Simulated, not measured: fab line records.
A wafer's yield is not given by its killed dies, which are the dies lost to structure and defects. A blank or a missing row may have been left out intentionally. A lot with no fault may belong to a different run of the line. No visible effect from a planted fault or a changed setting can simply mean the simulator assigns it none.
Split-lot trial    flow rit-cmos    on a route of 202 steps: 4 lots, 21 wafers read

SPLIT DETAILS
At RIT_GATE_EXPOSE_13 (exposes mask M6, target cd 150 nm), the setting dose-mj was moved away from the recipe's 380 on 6 of the 21 wafers read, by -6.0% to +4.3%. All remaining wafers had this setting at the recipe value.

FROM THE SPLIT TO THE READING: what the file shows between them, 5 steps
- RIT_GATE_PEB_14
- RIT_GATE_DEVELOP_15: develop time 50 s
- RIT_GATE_CD_MEAS_16: target cd 150 nm
- RIT_GATE_ETCH_19: etches poly-Si in SF6/CHF3/O2, stops on SiO2, time 165 s, target depth 312.5 nm (also split here: rf-w)
- RIT_GATE_STRIP_20: strips in O2, time 180 s

THE READING
Shown in nm: cd-nm at RIT_GATE_CD_MEAS_90, with target cd 150 nm. A value of 150.0 nm with a standard deviation of 1.8 nm is what fault-free wafers of this fab line usually give.

wafer   tool, chamber at the split  dose-mj as run  against the recipe  cd-nm, nm  against lot-mates on the recipe
L078.2  iline-stepper-01, 0         380             recipe              150.8      -
L078.5  iline-stepper-01, 0         380             recipe              150.0      -
L078.6  iline-stepper-01, 0         380             recipe              150.6      -
L080.1  iline-stepper-01, 0         380             recipe              148.6      -
L080.2  iline-stepper-01, 0         380             recipe              150.0      -
L080.3  iline-stepper-01, 0         380             recipe              150.6      -
L080.4  iline-stepper-01, 0         380             recipe              149.3      -
L080.5  iline-stepper-01, 0         380             recipe              150.4      -
L080.6  iline-stepper-01, 0         380             recipe              150.8      -
L081.1  iline-stepper-01, 0         380             recipe              148.6      -
L081.2  iline-stepper-01, 0         380             recipe              149.3      -
L081.3  iline-stepper-01, 0         357.3           -6.0%               180.2      +30.9
L081.4  iline-stepper-01, 0         357.3           -6.0%               183.1      +33.8
L081.5  iline-stepper-01, 0         357.3           -6.0%               180.8      +31.5
L081.6  iline-stepper-01, 0         380             recipe              150.0      -
L085.1  iline-stepper-02, 0         396.4           +4.3%               129.9      -20.8
L085.2  iline-stepper-02, 0         380             recipe              151.6      -
L085.3  iline-stepper-02, 0         380             recipe              150.5      -
L085.4  iline-stepper-02, 0         396.4           +4.3%               128.6      -22.1
L085.5  iline-stepper-02, 0         396.4           +4.3%               127.7      -23.0
L085.6  iline-stepper-02, 0         380             recipe              150.0      -

FIT RESULTS
A straight line over all 21 wafers: cd-nm changes by -5.13 nm for each +1% of dose-mj; r = -1.00; the points scatter about the line by 1 nm.
The same after taking each lot's own level away (the mean of its wafers on the recipe; 21 wafers): -5.27 nm for each +1%; r = -1.00; scatter 0.9 nm.
That fit puts the effect of the largest move of dose-mj on the reading at 31 nm.
Across the lots, their own levels run from 149.30 to 150.70 nm, a range of 0.8 times the standard deviation given above.
Consequently the slope shifts little with the lot-to-lot level, the two slopes agreeing.
Check: with one of the wafers moved furthest among these (-6.0%) left out of the fit, the line predicts +31.9 nm for it against its lot-mates. It came out at +30.9 nm against them.

ADDITIONAL SPLITS CARRIED BY THESE WAFERS
Note: prior to the reading, these wafers also went through further splits. Each is held against what the fit with the lots' levels taken away leaves over:
other split on the same wafers     wafers away from the commonest value  r with cd-nm (lot level and that fit taken away)
RIT_ACTIVE_EXPOSE_08 dose-mj       6                                     -0.04
RIT_ACTIVE_ETCH_13 pressure-mtorr  6                                     +0.14
RIT_ACTIVE_ETCH_13 over-etch-frac  3                                     -0.28
RIT_NWELL_IMPLANT_08 dose-cm2      9                                     -0.26
RIT_PRETRO_IMPLANT_08 energy-kev   6                                     -0.39
RIT_GATE_CVD_08 temp-c             6                                     +0.14
RIT_GATE_ETCH_19 rf-w              6                                     -0.18

THE WHOLE CHAIN: every reading that the file lists as answering this split, in the file's order
step                 what it does                                                                     reading                                                                         change (the file's fit)               r (the file's)
RIT_GATE_CD_MEAS_16  target cd 150 nm                                                                 cd-nm                                                                           -5.3 nm for each +1% of the setting   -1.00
RIT_GATE_ETCH_19     etches poly-Si in SF6/CHF3/O2, stops on SiO2, time 165 s, target depth 312.5 nm  GATE.cd-nm (the simulator's own value, which no gauge read)                     -5.29 nm for each +1% of the setting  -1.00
RIT_GATE_CD_MEAS_90  target cd 150 nm                                                                 cd-nm                                                                           -5.27 nm for each +1% of the setting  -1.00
RIT_M1_PROBE_99                                                                                       etest.pmos-turned.r-on-ohm-um (the simulator's own value, which no gauge read)  -135 for each +1% of the setting      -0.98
RIT_M1_PROBE_99                                                                                       etest.pmos_0p3.r-on-ohm-um (the simulator's own value, which no gauge read)     -66.8 for each +1% of the setting     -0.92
RIT_M1_PROBE_99                                                                                       etest.nmos-turned.drive-ua-um (the simulator's own value, which no gauge read)  +9.13 for each +1% of the setting     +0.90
RIT_M1_PROBE_99                                                                                       etest.nmos_0p15.r-on-ohm-um (the simulator's own value, which no gauge read)    -34.7 for each +1% of the setting     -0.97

THE FILE'S OWN FIT
cd-nm changes by -5.27 nm for each +1% of dose-mj, r = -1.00.
